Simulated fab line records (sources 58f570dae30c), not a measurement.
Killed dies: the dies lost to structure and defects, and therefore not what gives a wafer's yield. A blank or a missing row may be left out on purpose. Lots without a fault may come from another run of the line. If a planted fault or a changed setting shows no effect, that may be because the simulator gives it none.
Matching of chambers | flow berkeleyCmos170 | cmp-01 running UCB170_V1_CMP_02: 4 sister chambers
The step polishes SiO2. 16 wafers are shown with their chamber, then 8 later ones without.

== WAFERS WITH THEIR CHAMBER ==
wafer  | chamber | motorCurrentA (A)
L706.2 | 1       | 12.5
L706.4 | 0       | 16.7
L706.6 | 2       | 12.1
L707.3 | 1       | 12.3
L707.4 | 0       | 16.7
L707.5 | 3       | 17.3
L710.1 | 0       | 16.4
L710.2 | 1       | 12.3
L710.3 | 2       | 12.3
L709.1 | 0       | 16.6
L709.2 | 1       | 12.7
L709.4 | 3       | 17.2
L708.1 | 2       | 12.8
L708.3 | 3       | 17.7
L708.5 | 1       | 11.8
L716.1 | 1       | 12.7

SIGNATURES (means of the wafers above)
reading       | chamber 0 | chamber 1 | chamber 2 | chamber 3 | scatter within a chamber
motorCurrentA | 16.600    | 12.383    | 12.400    | 17.400    | 0.293
Rule: for each reading, subtract the chamber's mean from the wafer's reading, divide by that reading's scatter and square the result; add these up over the readings and take the root, which gives the wafer's distance from the chamber. If the next closest chamber is less than 2 further off than the closest, the wafer can't be placed; otherwise it belongs to the closest. The scatter is the square root of a quotient: the sum, over the shown wafers, of each reading's squared deviation from its chamber's mean, divided by wafers minus chambers.

== WAFERS MISSING THEIR CHAMBER ==
wafer  | motorCurrentA (A)
L716.4 | 13.0
L716.5 | 12.1
L721.2 | 12.6
L721.3 | 12.5
L721.4 | 17.3
L729.1 | 13.7
L729.2 | 16.4
L729.4 | 17.6

== CHAMBER TAKEN BY EACH ==
wafer  | from the rows above     | in truth
L716.4 | can't be placed: 2 or 1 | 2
L716.5 | can't be placed: 1 or 2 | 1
L721.2 | can't be placed: 2 or 1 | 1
L721.3 | can't be placed: 2 or 1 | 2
L721.4 | 3                       | 3
L729.1 | can't be placed: 2 or 1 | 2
L729.2 | 0                       | 0
L729.4 | 3                       | 3
Correctly placed: 3 of 8. Can't be placed from these rows: 5 (the true chamber is among the candidates in 5). Number placed wrongly: 0.
